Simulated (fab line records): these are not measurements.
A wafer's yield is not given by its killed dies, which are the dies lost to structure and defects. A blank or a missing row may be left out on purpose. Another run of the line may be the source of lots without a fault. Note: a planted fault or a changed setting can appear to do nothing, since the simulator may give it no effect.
fab line records	flow rit_cmos
record lots=14	wafers=42	last_day=7
route steps=202 shown SDANNEAL@156 PSD@157 PLDD@159
lots that met no fault: from a run of the same line without faults
start_h: hours from the record's opening day to when the first of the lot's shown wafers began	wait_h: hours from the lot's prior step to this one	" same as the row above	L1.1+2: several wafers, shown together as one row	- either no value or no given start	* or withheld: withheld	< > ~ a bound
route shown NAME@n: a module of which the file shows steps, and the number in the route of the first	usual: mean/standard deviation of fault-free wafers	same: alike in all rows	chamber/n: place in a boat	sites: per-site readings	_std_site: the values' standard deviation	_edge_site: the outer-site mean with the inner-site mean subtracted	radius_mm: how far each site lies from the wafer's centre	mask NAME#n: copy n	behind: the last tool/chamber to shape the wafer	hold: why the lot went on hold/how many hours it stayed there/how the hold came to an end	device: names the non-switching transistor (n, p or np)	end of line: the same wafers' tests at the end of the route	where a step has no rows: the recipe by itself	killed: dies that structure and defects cost at the first sort, which is not the same as the wafer's yield	map: the dies of a wafer, with x for killed, . for not killed, _ for no die there
set.NAME: the setting that was run; set.NAME@STEP: the one run at that earlier step	model.NAME: the simulator's own value behind a step, which no gauge read
steps of the route over a sample of lots; a table a step, a row a wafer
## steps
# step RIT_SDANNEAL_RTA_03
# recipe temp_c=1050	time_s=5	idle_temp_c=600	ramp_up_c_per_s=342	ramp_down_c_per_s=171	cool_to_c=600	ambient=N2
# usual wafer_temp_C_max=1053.4/0.99
lot.wafer	tool	chamber	start_h	wait_h	wafer_temp_C_max
L599.1	rtp_anneal-02	0	50.14	0.0	1054.8
L599.4	"	0	"	"	1052.4
L599.5	"	0	"	"	1054.8
L602.2	rtp_anneal-01	0	68.82	0.0	1053.6
L602.5	"	0	"	"	1052.1
L602.6	"	0	"	"	1052.6
L604.3	rtp_anneal-01	0	74.00	0.0	1052.9
L604.5	"	0	"	"	1052.7
L604.6	"	0	"	"	1055.0
L606.1	rtp_anneal-01	0	89.69	0.0	1053.5
L606.2	"	0	"	"	1053.8
L606.5	"	0	"	"	1051.7
L607.1	rtp_anneal-02	0	94.81	0.0	1052.5
L607.4	"	0	"	"	1053.3
L607.5	"	0	"	"	1053.6
L608.1	rtp_anneal-01	0	97.32	0.0	1053.8
L608.3	"	0	"	"	1052.6
L608.4	"	0	"	"	1054.0
L609.1	rtp_anneal-02	0	101.97	0.0	1052.4
L609.3	"	0	"	"	1055.6
L609.5	"	0	"	"	1053.5
L610.1	rtp_anneal-01	0	114.69	0.0	1053.6
L610.5	"	0	"	"	1055.1
L610.6	"	0	"	"	1054.1
L612.2	rtp_anneal-01	0	118.57	0.0	1052.1
L612.4	"	0	"	"	1052.2
L612.5	"	0	"	"	1052.8
L616.2	rtp_anneal-01	0	139.58	0.0	1043.6
L616.3	"	0	"	"	1046.3
L616.4	"	0	"	"	1046.5
L617.3	rtp_anneal-02	0	143.16	0.0	1052.5
L617.4	"	0	"	"	1052.6
L617.5	"	0	"	"	1055.5
L618.1	rtp_anneal-01	0	149.56	0.0	1047.2
L618.3	"	0	"	"	1047.0
L618.6	"	0	"	"	1047.1
L619.1	rtp_anneal-02	0	151.60	0.0	1052.7
L619.2	"	0	"	"	1054.1
L619.6	"	0	"	"	1052.4
L621.1	rtp_anneal-02	0	160.10	0.0	1054.9
L621.4	"	0	"	"	1052.9
L621.5	"	0	"	"	1056.6
# step RIT_SDANNEAL_RS_MEAS_04
# recipe thk_meas_gauge=four-point-probe
# usual PSD_RS=115.9/0.33
lot.wafer	tool	chamber	start_h	wait_h	PSD_RS[ohm/sq]
L599.1	film_metro-04	-	50.20	0.0	116.5
L599.4	"	-	"	"	115.9
L599.5	"	-	"	"	116.2
L602.2	film_metro-01	-	68.88	0.1	115.6
L602.5	"	-	"	"	115.4
L602.6	"	-	"	"	115.2
L604.3	film_metro-03	-	74.08	0.1	116.1
L604.5	"	-	"	"	115.9
L604.6	"	-	"	"	116.3
L606.1	film_metro-01	-	89.74	0.0	115.4
L606.2	"	-	"	"	115.2
L606.5	"	-	"	"	115.1
L607.1	film_metro-01	-	94.86	0.0	115.2
L607.4	"	-	"	"	115.3
L607.5	"	-	"	"	115.5
L608.1	film_metro-03	-	97.37	0.0	116.0
L608.3	"	-	"	"	116.0
L608.4	"	-	"	"	115.8
L609.1	film_metro-03	-	102.03	0.0	115.6
L609.3	"	-	"	"	115.8
L609.5	"	-	"	"	116.2
L610.1	film_metro-03	-	114.75	0.0	116.0
L610.5	"	-	"	"	116.4
L610.6	"	-	"	"	116.4
L612.2	film_metro-03	-	118.64	0.1	115.7
L612.4	"	-	"	"	116.1
L612.5	"	-	"	"	115.9
L616.2	film_metro-04	-	139.64	0.1	121.0
L616.3	"	-	"	"	121.4
L616.4	"	-	"	"	121.0
L617.3	film_metro-03	-	143.24	0.1	116.0
L617.4	"	-	"	"	115.9
L617.5	"	-	"	"	116.0
L618.1	film_metro-01	-	149.62	0.0	121.3
L618.3	"	-	"	"	121.2
L618.6	"	-	"	"	121.3
L619.1	film_metro-03	-	151.66	0.0	115.9
L619.2	"	-	"	"	116.0
L619.6	"	-	"	"	115.6
L621.1	film_metro-01	-	160.16	0.0	115.5
L621.4	"	-	"	"	116.0
L621.5	"	-	"	"	115.9
# step RIT_SDANNEAL_RS_MEAS_06
# recipe thk_meas_gauge=four-point-probe
# usual PLDD_RS=180.2/0.58
lot.wafer	tool	chamber	start_h	wait_h	PLDD_RS[ohm/sq]
L599.1	film_metro-04	-	50.44	0.1	181.7
L599.4	"	-	"	"	181.2
L599.5	"	-	"	"	181.6
L602.2	film_metro-01	-	69.12	0.1	180.2
L602.5	"	-	"	"	180.1
L602.6	"	-	"	"	179.7
L604.3	film_metro-03	-	74.32	0.1	180.5
L604.5	"	-	"	"	180.2
L604.6	"	-	"	"	179.8
L606.1	film_metro-01	-	89.98	0.1	180.1
L606.2	"	-	"	"	179.2
L606.5	"	-	"	"	179.7
L607.1	film_metro-01	-	95.10	0.1	179.2
L607.4	"	-	"	"	179.5
L607.5	"	-	"	"	179.8
L608.1	film_metro-03	-	97.61	0.1	180.1
L608.3	"	-	"	"	180.6
L608.4	"	-	"	"	179.9
L609.1	film_metro-03	-	102.27	0.1	180.9
L609.3	"	-	"	"	181.0
L609.5	"	-	"	"	180.6
L610.1	film_metro-03	-	114.99	0.1	181.0
L610.5	"	-	"	"	180.8
L610.6	"	-	"	"	181.3
L612.2	film_metro-03	-	118.88	0.1	179.3
L612.4	"	-	"	"	179.8
L612.5	"	-	"	"	180.1
L616.2	film_metro-04	-	139.88	0.1	184.5
L616.3	"	-	"	"	184.6
L616.4	"	-	"	"	184.8
L617.3	film_metro-03	-	143.48	0.1	181.0
L617.4	"	-	"	"	181.0
L617.5	"	-	"	"	180.9
L618.1	film_metro-01	-	149.86	0.1	184.9
L618.3	"	-	"	"	184.6
L618.6	"	-	"	"	185.1
L619.1	film_metro-03	-	151.90	0.1	180.0
L619.2	"	-	"	"	180.3
L619.6	"	-	"	"	179.8
L621.1	film_metro-01	-	160.40	0.1	179.4
L621.4	"	-	"	"	179.1
L621.5	"	-	"	"	180.0
## key
first_sign step=RIT_SDANNEAL_RTA_03	reading=wafer_temp_C_max	direction=down	sigmas=7.2	usual=*	struck=*
effect step=RIT_SDANNEAL_RS_MEAS_04	reading=PSD_RS	direction=up	sigmas=16	usual=115.9	struck=121.2
effect step=RIT_SDANNEAL_RS_MEAS_06	reading=PLDD_RS	direction=up	sigmas=7.8	usual=180.2	struck=184.8
met_at RIT_SDANNEAL_RTA_03
struck_lots L616,L618
tester_left_out L616,L618
onset_between 118.57 139.58
fault kind=process_parameter_drift	tool=rtp_anneal-01	chamber=-	onset_h=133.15	steps=RIT_SDANNEAL_RTA_03	channel=temp_c	offset=*	shape=step	end_h=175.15	acts_in=*	stated=*
# tester_left_out: of these lots the tester's yield and bins aren't shown, on N5 and GAA mostly nor the transistor test; their killed dies are dies lost to structure and defects alone, not to doping, threshold or leakage, so they don't give the yield
